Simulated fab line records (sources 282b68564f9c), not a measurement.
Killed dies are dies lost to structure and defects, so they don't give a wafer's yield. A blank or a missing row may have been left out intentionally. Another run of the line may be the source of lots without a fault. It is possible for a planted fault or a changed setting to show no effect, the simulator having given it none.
Which tool was responsible? || flow rit_cmos || 15 lots, 45 wafers sampled, at 1 step of a route of 202

## WHAT EACH GAUGE READ, for each wafer
No reading from a measuring or inspecting step in the record can be judged against a usual standard deviation.

## EACH LOT AND THE TOOL THAT RAN IT (in order: tool; ch and the chambers of the sampled wafers; start)
{"lot": "L351", "RIT_NRETRO_EXPOSE_03": "iline_stepper-02 ch 0, day 2 08:05"}
{"lot": "L352", "RIT_NRETRO_EXPOSE_03": "iline_stepper-02 ch 0, day 2 10:07"}
{"lot": "L354", "RIT_NRETRO_EXPOSE_03": "iline_stepper-01 ch 0, day 2 21:26"}
{"lot": "L355", "RIT_NRETRO_EXPOSE_03": "iline_stepper-02 ch 0, day 3 03:39"}
{"lot": "L357", "RIT_NRETRO_EXPOSE_03": "iline_stepper-02 ch 0, day 3 14:08"}
{"lot": "L361", "RIT_NRETRO_EXPOSE_03": "iline_stepper-01 ch 0, day 4 11:52"}
{"lot": "L362", "RIT_NRETRO_EXPOSE_03": "iline_stepper-02, day 4 12:20"}
{"lot": "L363", "RIT_NRETRO_EXPOSE_03": "iline_stepper-01, day 4 18:35"}
{"lot": "L364", "RIT_NRETRO_EXPOSE_03": "iline_stepper-02, day 4 23:41"}
{"lot": "L368", "RIT_NRETRO_EXPOSE_03": "iline_stepper-02 ch 0, day 6 00:47"}
{"lot": "L369", "RIT_NRETRO_EXPOSE_03": "iline_stepper-02 ch 0, day 6 07:50"}
{"lot": "L371", "RIT_NRETRO_EXPOSE_03": "iline_stepper-02 ch 0, day 6 13:43"}
{"lot": "L372", "RIT_NRETRO_EXPOSE_03": "iline_stepper-01 ch 0, day 6 15:57"}
{"lot": "L373", "RIT_NRETRO_EXPOSE_03": "iline_stepper-02 ch 0, day 6 20:25"}
{"lot": "L374", "RIT_NRETRO_EXPOSE_03": "iline_stepper-02 ch 0, day 7 02:57"}
- RIT_NRETRO_EXPOSE_03: exposes mask M4, target cd 43900 nm.

## WHAT THE TOOLS THEMSELVES READ (means of the sampled wafers that have a number; where no wafer has one, the mark that the record gives instead)
RIT_NRETRO_EXPOSE_03.
{"lot": "L351", "tool": "iline_stepper-02", "exposure_dose_mJ_cm2": 249.89, "focus_offset_nm (nm)": 0.2}
{"lot": "L352", "tool": "iline_stepper-02", "exposure_dose_mJ_cm2": 249.79, "focus_offset_nm (nm)": 0.4}
{"lot": "L354", "tool": "iline_stepper-01", "exposure_dose_mJ_cm2": 249.80, "focus_offset_nm (nm)": -0.2}
{"lot": "L355", "tool": "iline_stepper-02", "exposure_dose_mJ_cm2": 250.06, "focus_offset_nm (nm)": 0.2}
{"lot": "L357", "tool": "iline_stepper-02", "exposure_dose_mJ_cm2": 249.95, "focus_offset_nm (nm)": -0.2}
{"lot": "L361", "tool": "iline_stepper-01", "exposure_dose_mJ_cm2": 250.13, "focus_offset_nm (nm)": -0.0}
{"lot": "L362", "tool": "iline_stepper-02", "exposure_dose_mJ_cm2": "-", "focus_offset_nm (nm)": "-"}
{"lot": "L363", "tool": "iline_stepper-01", "exposure_dose_mJ_cm2": "-", "focus_offset_nm (nm)": "-"}
{"lot": "L364", "tool": "iline_stepper-02", "exposure_dose_mJ_cm2": "-", "focus_offset_nm (nm)": "-"}
{"lot": "L368", "tool": "iline_stepper-02", "exposure_dose_mJ_cm2": 250.22, "focus_offset_nm (nm)": 0.2}
{"lot": "L369", "tool": "iline_stepper-02", "exposure_dose_mJ_cm2": 249.99, "focus_offset_nm (nm)": 0.6}
{"lot": "L371", "tool": "iline_stepper-02", "exposure_dose_mJ_cm2": 249.72, "focus_offset_nm (nm)": 0.6}
{"lot": "L372", "tool": "iline_stepper-01", "exposure_dose_mJ_cm2": 250.27, "focus_offset_nm (nm)": -0.2}
{"lot": "L373", "tool": "iline_stepper-02", "exposure_dose_mJ_cm2": 249.91, "focus_offset_nm (nm)": -0.1}
{"lot": "L374", "tool": "iline_stepper-02", "exposure_dose_mJ_cm2": 250.02, "focus_offset_nm (nm)": -0.1}

## THE ANSWER, worked out from the rows above alone
Rule: the lots themselves supply what counts as usual. The widest of any qualifying gaps counts: lots, ordered by their means at a reading, are off when they make up no more than a third of the lots, leave a main group of 4 or more, and stand apart from it by 3 or more times the standard deviation of that group's means. If all means in a main group match to the digits the tables above print for the reading, that group is not used. A lot without any number at a reading at which 4 lots or more have one is off too. Where the step has rows for the other lots, those lots are counted as sound. First the gauges in route order, then the tools' own readings, where a lot's mean is used as printed above. The first step at which some lot is off is used, and at that step the reading that is off furthest; a lot without a number counts as furthest.
Off: L362, L363, L364, at RIT_NRETRO_EXPOSE_03 (exposure_dose_mJ_cm2). Without a number there: L362, L363, L364. The main group has a mean of 249.98 with a standard deviation of 0.16.
A tool fits if, at that step or a process step before it, it ran every lot that is off, and no sound lot after the first of them. No candidate that was tried fits.

## WHAT WAS PUT IN BY THE SIMULATOR
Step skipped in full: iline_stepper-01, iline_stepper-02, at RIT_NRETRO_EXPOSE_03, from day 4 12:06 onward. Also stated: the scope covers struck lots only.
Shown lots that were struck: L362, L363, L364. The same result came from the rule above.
